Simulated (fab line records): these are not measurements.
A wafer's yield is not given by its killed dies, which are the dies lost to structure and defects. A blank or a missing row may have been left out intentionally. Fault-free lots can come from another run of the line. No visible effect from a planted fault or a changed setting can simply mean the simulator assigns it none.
A struck lot beside a sound one / flow rit cmos / 39 out of 202 route steps
Sound: the wafers L683.2, L683.3, L683.5. Wafers L682.3, L682.5, L682.6 were the ones struck. The cause comes at the end.
Order at every step that has rows: each side's tool, ch and its chambers, its first start. Under that, the readings that differ: sound wafers / struck wafers / difference of the means / sigmas: that difference in standard deviations of wafers without a fault.
alike: readings with means less than 2 such deviations apart, plus words and numbers identical on both sides. not compared: withheld readings, readings lacking a value on some wafer, bounds such as >300 that could conceal the same value, and numbers that have no deviation in the record and whose values overlap.
The two part at a step that has a row with sigmas, a row that says differs or no value, or rows on one side only. Non-overlapping numbers with no deviation appear without sigmas and do not part them. Lack of a reading on every wafer of one side parts them only where that side has two or more wafers.

first, 3 steps without rows for these wafers: RIT_GATE_EXPOSE_13 (exposes mask M6, target cd 150 nm); RIT_GATE_PEB_14; RIT_GATE_DEVELOP_15 (develop time 52.32 s).
RIT_GATE_CD_MEAS_16 targets a cd of 150 nm.
  sound on cd sem-02 at day 3 15:10; struck on cd sem-01 at day 3 12:38
  alike: cd nm
RIT_GATE_OVL_MEAS_17:
  sound on overlay-02 at day 3 15:17; struck on overlay-01 at day 3 12:43
  alike: GATE_OVL
then, 1 step without rows for these wafers: RIT_GATE_HARDBAKE_18 (time 60 s).
RIT_GATE_ETCH_19: etches poly-Si in SF6/CHF3/O2, stops on SiO2, time 165 s, target depth 312.5 nm.
  sound on rie si-01 ch 0,1, day 3 15:28; struck on rie si-02 ch 1,2, day 3 12:53
  alike: drypump motor current A, oes product au, throttle valve pct
  not compared: rf hours counter h
RIT_GATE_STRIP_20: strips in O2, time 180 s.
  sound on plasma asher-03 ch 0,1, day 3 15:34; struck on plasma asher-01 ch 0,1, day 3 13:04
  alike: drypump motor current A
  not compared: rf hours counter h
RIT_GATE_CD_MEAS_90 targets a cd of 150 nm.
  sound on cd sem-02 at day 3 15:46; struck on cd sem-02 at day 3 13:13
  alike: cd nm
then, 3 steps without rows for these wafers: RIT_REOX_CLEAN_00 (cleans in SC1, time 600 s); RIT_REOX_CLEAN_01 (cleans in dHF, time 30 s); RIT_REOX_CLEAN_02 (cleans in SC2, time 600 s).
RIT_REOX_OXIDATION_03: target thk 25.2 nm, ox time 5580 s.
  sound on furnace-04 ch 0, day 3 16:28; struck on furnace-03 ch 0, day 3 17:43
RIT_REOX_THK_MEAS_04:
  sound on film metro-04 at day 3 19:01; struck on film metro-01 at day 3 20:17
reading=REOX_OXIDE_THK (nm); sound=25.7 25.9 25.8; struck=41.1 39.7 39.9; difference=+14.4; sigmas=+28
then, 6 steps without rows for these wafers: RIT_NLDD_HMDS_00 (prime time 60 s); RIT_NLDD_COAT_01 (resist thk 1000 nm); RIT_NLDD_SOFTBAKE_02 (time 60 s); RIT_NLDD_EXPOSE_03 (exposes mask M7, target cd 40700 nm); RIT_NLDD_PEB_04; RIT_NLDD_DEVELOP_05 (develop time 50 s).
RIT_NLDD_OVL_MEAS_06:
  sound on overlay-01 at day 3 19:56; struck on overlay-01 at day 3 21:11
  alike: NLDD_OVL
then, 2 steps without rows for these wafers: RIT_NLDD_HARDBAKE_07 (time 60 s); RIT_NLDD_IMPLANT_08.
RIT_NLDD_STRIP_09: strips in O2, time 180 s.
  sound on plasma asher-02 ch 0,1, day 3 20:16; struck on plasma asher-02 ch 0,1, day 3 21:41
  alike: drypump motor current A
  not compared: rf hours counter h
RIT_NLDD_TW_MEAS_10:
  sound on film metro-01 at day 3 20:26; struck on film metro-01 at day 3 21:50
  alike: NLDD_TW
then, 6 steps without rows for these wafers: RIT_PLDD_HMDS_00 (prime time 60 s); RIT_PLDD_COAT_01 (resist thk 984.3 nm); RIT_PLDD_SOFTBAKE_02 (time 60 s); RIT_PLDD_EXPOSE_03 (exposes mask M8, target cd 40900 nm); RIT_PLDD_PEB_04; RIT_PLDD_DEVELOP_05 (develop time 50 s).
RIT_PLDD_OVL_MEAS_06:
  sound on overlay-02 at day 3 21:28; struck on overlay-01 at day 3 22:54
  alike: PLDD_OVL
then, 2 steps without rows for these wafers: RIT_PLDD_HARDBAKE_07 (time 60 s); RIT_PLDD_IMPLANT_08.
RIT_PLDD_STRIP_09: strips in O2, time 180 s.
  sound on plasma asher-03 ch 0,1, day 3 21:56; struck on plasma asher-03 ch 0,1, day 3 23:19
  alike: drypump motor current A
  not compared: rf hours counter h
RIT_PLDD_TW_MEAS_10:
  sound on film metro-02 at day 3 22:07; struck on film metro-02 at day 3 23:31
  alike: PLDD_TW
RIT_SPACER_CLEAN_00: cleans in SC1, time 600 s.
  sound on wet bench-02 ch 1, day 3 22:10; struck on wet bench-04 ch 0, day 3 23:34
reading=model.SiO2_of_REOX_OXIDATION_03.thk nm (nm); sound=23.73 23.85 23.74; struck=38 36.72 36.94; difference=+13; sigmas=
then, 1 step without rows for these wafers: RIT_SPACER_CLEAN_01 (cleans in dHF, time 30 s).
RIT_M1_PROBE_99:
  sound on prober-02 at day 4 11:50; struck on prober-01 at day 4 15:28
  alike: killed at contacts, killed at front end, killed dies, killed open, killed short

== WHERE THEY PART ==
Only at RIT_REOX_THK_MEAS_04, as far as this record shows. Later steps at which nothing parts them and some readings are alike: RIT_NLDD_OVL_MEAS_06, RIT_NLDD_STRIP_09, RIT_NLDD_TW_MEAS_10, RIT_PLDD_OVL_MEAS_06, RIT_PLDD_STRIP_09, RIT_PLDD_TW_MEAS_10, RIT_M1_PROBE_99.

WHY: whatever the simulator had introduced
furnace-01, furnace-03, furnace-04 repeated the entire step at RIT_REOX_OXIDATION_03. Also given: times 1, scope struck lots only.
